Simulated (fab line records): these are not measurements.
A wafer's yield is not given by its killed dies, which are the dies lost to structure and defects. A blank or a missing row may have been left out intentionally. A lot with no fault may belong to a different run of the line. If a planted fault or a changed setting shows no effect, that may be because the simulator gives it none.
Chamber matching || flow berkeley-cmos170 || UCB170_V1_CMP_02 on cmp-02 has 4 sister chambers
The step polishes SiO2. 8 wafers are shown with their chamber, then 7 later ones without.

WAFERS PAIRED WITH THEIR CHAMBERS
{"wafer": "L522.1", "chamber": 0, "motor-current-A (A)": 17.7}
{"wafer": "L524.3", "chamber": 3, "motor-current-A (A)": 12.5}
{"wafer": "L524.4", "chamber": 0, "motor-current-A (A)": 17.7}
{"wafer": "L527.5", "chamber": 1, "motor-current-A (A)": 16.3}
{"wafer": "L530.5", "chamber": 3, "motor-current-A (A)": 12.7}
{"wafer": "L530.6", "chamber": 2, "motor-current-A (A)": 14.1}
{"wafer": "L534.2", "chamber": 2, "motor-current-A (A)": 15.2}
{"wafer": "L534.3", "chamber": 1, "motor-current-A (A)": 16.8}

WAFERS WHOSE CHAMBER IS MISSING
{"wafer": "L534.6", "motor-current-A (A)": 17.1}
{"wafer": "L536.1", "motor-current-A (A)": 17.3}
{"wafer": "L536.2", "motor-current-A (A)": 13.0}
{"wafer": "L536.6", "motor-current-A (A)": 14.7}
{"wafer": "L538.3", "motor-current-A (A)": 18.7}
{"wafer": "L538.4", "motor-current-A (A)": 12.3}
{"wafer": "L538.6", "motor-current-A (A)": 15.2}

EACH ONE'S CHAMBER
{"wafer": "L534.6", "from the rows above": "can't be placed: 1 or 0", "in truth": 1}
{"wafer": "L536.1", "from the rows above": "can't be placed: 0 or 1", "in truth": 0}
{"wafer": "L536.2", "from the rows above": 3, "in truth": 3}
{"wafer": "L536.6", "from the rows above": 2, "in truth": 2}
{"wafer": "L538.3", "from the rows above": 0, "in truth": 0}
{"wafer": "L538.4", "from the rows above": 3, "in truth": 3}
{"wafer": "L538.6", "from the rows above": "can't be placed: 2 or 1", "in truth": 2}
Placed correctly: 4 of 7. Can't be placed from these rows: 3 (the true chamber is among the candidates in 3). Wrongly placed: 0.
How it was worked out, from the rows above alone: a wafer's distance from a chamber is the root of the sum, over the readings, of the square of ((its reading less the chamber's mean) divided by the reading's scatter). The wafer belongs to the nearest chamber; if the next one is less than 2 further off, it can't be placed. For every chamber, the mean is computed from those of its wafers that are shown. The scatter: take each reading less its chamber's mean, square it, sum over the shown wafers, divide by the number of wafers less the number of chambers, and take the root.
